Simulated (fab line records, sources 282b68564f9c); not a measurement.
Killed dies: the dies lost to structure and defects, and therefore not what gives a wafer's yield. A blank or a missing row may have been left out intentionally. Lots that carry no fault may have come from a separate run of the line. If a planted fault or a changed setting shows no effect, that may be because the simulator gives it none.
Lot-split experiment || flow rit cmos || route with 202 steps; 5 lots, 23 wafers read

## ABOUT THE SPLIT
At RIT_PRETRO_COAT_01 (resist thk 1300 nm), the setting resist thk nm was moved away from the recipe's 1300 nm on 7 of the 23 wafers read, by -5.2% to +2.3%. All remaining wafers had this setting at the recipe value.

There is no step in the file separating the split from the reading.

## THE READING
NOVOLAK_of_PRETRO_COAT_01.thk nm (the simulator's own value, which no gauge read), in nm, at RIT_PRETRO_HARDBAKE_07 (time 120 s). The file gives no usual value for it. Average 1136 nm, standard deviation 2.6 nm, over the 16 wafers here run with the recipe.

{"wafer": "L074.3", "tool, chamber at the split": "litho track-03, 0", "resist thk nm as run, nm": 1300, "against the recipe": "recipe", "NOVOLAK_of_PRETRO_COAT_01.thk nm, nm": 1140, "against lot-mates on the recipe": "-"}
{"wafer": "L074.4", "tool, chamber at the split": "litho track-03, 0", "resist thk nm as run, nm": 1300, "against the recipe": "recipe", "NOVOLAK_of_PRETRO_COAT_01.thk nm, nm": 1137, "against lot-mates on the recipe": "-"}
{"wafer": "L074.6", "tool, chamber at the split": "litho track-03, 0", "resist thk nm as run, nm": 1300, "against the recipe": "recipe", "NOVOLAK_of_PRETRO_COAT_01.thk nm, nm": 1133, "against lot-mates on the recipe": "-"}
{"wafer": "L075.1", "tool, chamber at the split": "litho track-03, 0", "resist thk nm as run, nm": 1233, "against the recipe": "-5.2%", "NOVOLAK_of_PRETRO_COAT_01.thk nm, nm": 1076, "against lot-mates on the recipe": -59}
{"wafer": "L075.3", "tool, chamber at the split": "litho track-03, 0", "resist thk nm as run, nm": 1300, "against the recipe": "recipe", "NOVOLAK_of_PRETRO_COAT_01.thk nm, nm": 1135, "against lot-mates on the recipe": "-"}
{"wafer": "L075.4", "tool, chamber at the split": "litho track-03, 0", "resist thk nm as run, nm": 1233, "against the recipe": "-5.2%", "NOVOLAK_of_PRETRO_COAT_01.thk nm, nm": 1078, "against lot-mates on the recipe": -57}
{"wafer": "L075.5", "tool, chamber at the split": "litho track-03, 0", "resist thk nm as run, nm": 1300, "against the recipe": "recipe", "NOVOLAK_of_PRETRO_COAT_01.thk nm, nm": 1133, "against lot-mates on the recipe": "-"}
{"wafer": "L075.6", "tool, chamber at the split": "litho track-03, 0", "resist thk nm as run, nm": 1300, "against the recipe": "recipe", "NOVOLAK_of_PRETRO_COAT_01.thk nm, nm": 1136, "against lot-mates on the recipe": "-"}
{"wafer": "L077.1", "tool, chamber at the split": "litho track-03, 0", "resist thk nm as run, nm": 1300, "against the recipe": "recipe", "NOVOLAK_of_PRETRO_COAT_01.thk nm, nm": 1137, "against lot-mates on the recipe": "-"}
{"wafer": "L077.2", "tool, chamber at the split": "litho track-03, 0", "resist thk nm as run, nm": 1330, "against the recipe": "+2.3%", "NOVOLAK_of_PRETRO_COAT_01.thk nm, nm": 1164, "against lot-mates on the recipe": "+30"}
{"wafer": "L077.3", "tool, chamber at the split": "litho track-03, 0", "resist thk nm as run, nm": 1300, "against the recipe": "recipe", "NOVOLAK_of_PRETRO_COAT_01.thk nm, nm": 1132, "against lot-mates on the recipe": "-"}
{"wafer": "L077.4", "tool, chamber at the split": "litho track-03, 0", "resist thk nm as run, nm": 1330, "against the recipe": "+2.3%", "NOVOLAK_of_PRETRO_COAT_01.thk nm, nm": 1163, "against lot-mates on the recipe": "+28"}
{"wafer": "L077.6", "tool, chamber at the split": "litho track-03, 0", "resist thk nm as run, nm": 1330, "against the recipe": "+2.3%", "NOVOLAK_of_PRETRO_COAT_01.thk nm, nm": 1155, "against lot-mates on the recipe": "+20"}
{"wafer": "L082.1", "tool, chamber at the split": "litho track-04, 0", "resist thk nm as run, nm": 1300, "against the recipe": "recipe", "NOVOLAK_of_PRETRO_COAT_01.thk nm, nm": 1138, "against lot-mates on the recipe": "-"}
{"wafer": "L082.2", "tool, chamber at the split": "litho track-04, 0", "resist thk nm as run, nm": 1270, "against the recipe": "-2.3%", "NOVOLAK_of_PRETRO_COAT_01.thk nm, nm": 1111, "against lot-mates on the recipe": -29}
{"wafer": "L082.3", "tool, chamber at the split": "litho track-04, 0", "resist thk nm as run, nm": 1300, "against the recipe": "recipe", "NOVOLAK_of_PRETRO_COAT_01.thk nm, nm": 1140, "against lot-mates on the recipe": "-"}
{"wafer": "L082.5", "tool, chamber at the split": "litho track-04, 0", "resist thk nm as run, nm": 1300, "against the recipe": "recipe", "NOVOLAK_of_PRETRO_COAT_01.thk nm, nm": 1141, "against lot-mates on the recipe": "-"}
{"wafer": "L082.6", "tool, chamber at the split": "litho track-04, 0", "resist thk nm as run, nm": 1270, "against the recipe": "-2.3%", "NOVOLAK_of_PRETRO_COAT_01.thk nm, nm": 1110, "against lot-mates on the recipe": -30}
{"wafer": "L085.1", "tool, chamber at the split": "litho track-03, 0", "resist thk nm as run, nm": 1300, "against the recipe": "recipe", "NOVOLAK_of_PRETRO_COAT_01.thk nm, nm": 1134, "against lot-mates on the recipe": "-"}
{"wafer": "L085.2", "tool, chamber at the split": "litho track-03, 0", "resist thk nm as run, nm": 1300, "against the recipe": "recipe", "NOVOLAK_of_PRETRO_COAT_01.thk nm, nm": 1135, "against lot-mates on the recipe": "-"}
{"wafer": "L085.4", "tool, chamber at the split": "litho track-03, 0", "resist thk nm as run, nm": 1300, "against the recipe": "recipe", "NOVOLAK_of_PRETRO_COAT_01.thk nm, nm": 1135, "against lot-mates on the recipe": "-"}
{"wafer": "L085.3", "tool, chamber at the split": "litho track-03, 0", "resist thk nm as run, nm": 1300, "against the recipe": "recipe", "NOVOLAK_of_PRETRO_COAT_01.thk nm, nm": 1138, "against lot-mates on the recipe": "-"}
{"wafer": "L085.5", "tool, chamber at the split": "litho track-03, 0", "resist thk nm as run, nm": 1300, "against the recipe": "recipe", "NOVOLAK_of_PRETRO_COAT_01.thk nm, nm": 1138, "against lot-mates on the recipe": "-"}

THE FIT
A straight line over all 23 wafers: NOVOLAK_of_PRETRO_COAT_01.thk nm changes by +11.2 nm for each +1% of resist thk nm; r = +0.99; the points scatter about the line by 2.9 nm.
The same after taking each lot's own level away (the mean of its wafers on the recipe; 23 wafers): +11.4 nm for each +1%; r = +0.99; scatter 2.5 nm.
That fit puts the effect of the largest move of resist thk nm on the reading at 59 nm.
From 1134.5 to 1139.7 nm: that is the span of the lots' own levels, equal to 2.0 times the standard deviation above.
Consequently the slope shifts little with the lot-to-lot level, the two slopes agreeing.
Check: for one of the wafers moved furthest among these (-5.2%), held out of the fit, the line's prediction against its lot-mates is -59 nm. Against them it came out at -58.7 nm.

## THE OTHER SPLITS THESE WAFERS WENT THROUGH
Other splits were also applied to these wafers ahead of the reading. Each is held against what the fit with the lots' levels taken away leaves over:
{"other split on the same wafers": "RIT_ACTIVE_CVD_03 sih2cl2 flow sccm", "wafers away from the commonest value": 15, "r with NOVOLAK_of_PRETRO_COAT_01.thk nm (lot level and that fit taken away)": "+0.16"}
{"other split on the same wafers": "RIT_ACTIVE_EXPOSE_08 dose mj", "wafers away from the commonest value": 5, "r with NOVOLAK_of_PRETRO_COAT_01.thk nm (lot level and that fit taken away)": "+0.02"}
{"other split on the same wafers": "RIT_ACTIVE_STRIP_14 pressure mtorr", "wafers away from the commonest value": 15, "r with NOVOLAK_of_PRETRO_COAT_01.thk nm (lot level and that fit taken away)": -0.16}
{"other split on the same wafers": "RIT_NWELL_SOFTBAKE_02 temp c", "wafers away from the commonest value": 10, "r with NOVOLAK_of_PRETRO_COAT_01.thk nm (lot level and that fit taken away)": "+0.04"}
{"other split on the same wafers": "RIT_NWELL_IMPLANT_08 energy kev", "wafers away from the commonest value": 8, "r with NOVOLAK_of_PRETRO_COAT_01.thk nm (lot level and that fit taken away)": -0.05}

## THE WHOLE CHAIN: every reading that the file lists as answering this split, in the file's order
{"step": "RIT_PRETRO_COAT_01", "what it does": "resist thk 1300 nm", "reading": "NOVOLAK_of_PRETRO_COAT_01.thk nm (the simulator's own value, which no gauge read)", "change (the file's fit)": "+13.2 nm for each +1% of the setting", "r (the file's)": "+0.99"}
{"step": "RIT_PRETRO_HARDBAKE_07", "what it does": "time 120 s", "reading": "NOVOLAK_of_PRETRO_COAT_01.thk nm (the simulator's own value, which no gauge read)", "change (the file's fit)": "+11.3 nm for each +1% of the setting", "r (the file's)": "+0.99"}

## THE FILE'S OWN FIT
NOVOLAK_of_PRETRO_COAT_01.thk nm changes by +11.3 nm for each +1% of resist thk nm, r = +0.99.
